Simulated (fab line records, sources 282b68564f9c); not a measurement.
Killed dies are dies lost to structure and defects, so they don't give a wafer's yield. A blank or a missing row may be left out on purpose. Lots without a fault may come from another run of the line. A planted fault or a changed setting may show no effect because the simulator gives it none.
A struck lot beside a sound one | flow rit_cmos | 25 steps out of a route of 202
Sound: wafers L733.1, L733.2, L733.3. Struck: wafers L738.1, L738.3, L738.5. The cause comes at the end.
At each step with rows: each side's tool, then ch and its chambers, then its first start. Under that, the readings that differ: sound wafers | struck wafers | difference of the means | sigmas: that difference in standard deviations of wafers without a fault.
alike: readings whose means differ by less than 2 such deviations, and words and numbers that are the same on both sides. not compared: withheld readings, readings that some wafer has no value for, bounds like >300 that may hide the same value, and numbers for which the record gives no deviation and whose values overlap.
The two part at a step that has a row with sigmas, a row that says differs or no value, or rows on one side only. Numbers that don't overlap but have no deviation are shown without sigmas and don't part them. A reading that every wafer of one side lacks parts them only if that side has two wafers or more.

first, 1 step without rows for these wafers: RIT_PRETRO_IMPLANT_08.
RIT_PRETRO_STRIP_09: strips in O2, time 180 s.
  sound on plasma_asher-03 ch 0,1, day 3 18:44; struck on plasma_asher-04 ch 0,1, day 4 21:02
  reading                     | sound       | struck      | difference | sigmas
  drypump_motor_current_A (A) | 5.8 6.1 6.1 | 5.1 4.9 5.0 | -1.0       | -2
  alike: o2_flow_sccm
  not compared: rf_hours_counter_h
RIT_PRETRO_TW_MEAS_10:
  sound on film_metro-02, day 3 18:54; struck on film_metro-02, day 4 21:13
  alike: PRETRO_TW
then, 5 steps without rows for these wafers: RIT_GATE_WET_ETCH_00 (etches SiO2 in BOE, target depth 56 nm, time 60 s); RIT_GATE_CLEAN_01 (cleans in SC1, time 600 s); RIT_GATE_CLEAN_02 (cleans in dHF, time 30 s); RIT_GATE_CLEAN_03 (cleans in SC2, time 600 s); RIT_GATE_CLEAN_04 (cleans in dHF, time 60 s).
RIT_FOX2_THK_MEAS_91:
  sound on film_metro-02, day 3 19:24; struck on film_metro-03, day 4 21:41
  alike: FIELD_OXIDE_LEFT_2_THK
then, 2 steps without rows for these wafers: RIT_GATE_OXIDATION_05 (target thk 3 nm, ox time 270 s); RIT_GATE_ANNEAL_06 (time 600 s).
RIT_GATE_THK_MEAS_07:
  sound on film_metro-03, day 3 21:02; struck on film_metro-02, day 4 23:17
  alike: GATE_OXIDE_THK
RIT_GATE_CVD_08: deposits poly-Si from SiH4, target thk 250 nm, time 2220 s.
  sound on lpcvd-02 ch 1, day 3 21:05; struck on lpcvd-02 ch 1, day 5 01:56
  reading               | sound                | struck            | difference | sigmas
  sih4_flow_sccm (sccm) | 100.29 100.23 100.79 | 99.89 99.51 99.45 | -0.82      | -3
  alike: pressure_mtorr, spike_tc_source_C
RIT_GATE_THK_MEAS_09:
  sound on film_metro-01, day 3 22:43; struck on film_metro-02, day 5 04:21
  reading            | sound             | struck            | difference | sigmas
  GATE_POLY_THK (nm) | 250.1 249.8 251.3 | 505.6 505.1 506.5 | +255.3     | +99 or more
then, 6 steps without rows for these wafers: RIT_GATE_HMDS_10 (prime time 60 s); RIT_GATE_COAT_11 (resist thk 850 nm); RIT_GATE_SOFTBAKE_12 (time 60 s); RIT_GATE_EXPOSE_13 (exposes mask M6, target cd 150 nm); RIT_GATE_PEB_14; RIT_GATE_DEVELOP_15 (develop time 50 s).
RIT_GATE_CD_MEAS_16: target cd 150 nm.
  sound on cd_sem-01, day 3 23:44; struck on cd_sem-01, day 5 05:38
  reading    | sound             | struck            | difference | sigmas
  cd_nm (nm) | 150.2 149.6 146.9 | 154.3 152.7 156.0 | +5.4       | +3
RIT_GATE_OVL_MEAS_17:
  sound on overlay-02, day 3 23:52; struck on overlay-01, day 5 05:46
  alike: GATE_OVL
then, 1 step without rows for these wafers: RIT_GATE_HARDBAKE_18 (time 60 s).
RIT_GATE_ETCH_19: etches poly-Si in SF6/CHF3/O2, stops on SiO2, time 165 s, target depth 312.5 nm.
  sound on rie_si-01 ch 0,1,3, day 4 00:03; struck on rie_si-02 ch 1,3, day 5 05:56
  reading                          | sound             | struck            | difference | sigmas
  oes_product_au (a.u.)            | 0.883 0.842 0.863 | 1.001 0.954 1.002 | +0.123     | +9
  model.GATE.feature_depth_nm (nm) | 249.9 250 251.2   | 312.6 303.3 312.5 | +59.1      |
  model.etch.depth_nm (nm)         | 249.9 250 251.2   | 312.6 303.3 312.5 | +59.1      |
  alike: drypump_motor_current_A, throttle_valve_pct
  not compared: rf_hours_counter_h
RIT_GATE_STRIP_20: strips in O2, time 180 s.
  sound on plasma_asher-01 ch 0,1, day 4 00:09; struck on plasma_asher-04 ch 0,1, day 5 06:03
  alike: drypump_motor_current_A, o2_flow_sccm
  not compared: rf_hours_counter_h

WHERE THEY PART
First at RIT_PRETRO_STRIP_09; last, within this record, at RIT_GATE_ETCH_19. Later steps at which nothing parts them and some readings are alike: RIT_GATE_STRIP_20.

WHY: what the simulator had put in
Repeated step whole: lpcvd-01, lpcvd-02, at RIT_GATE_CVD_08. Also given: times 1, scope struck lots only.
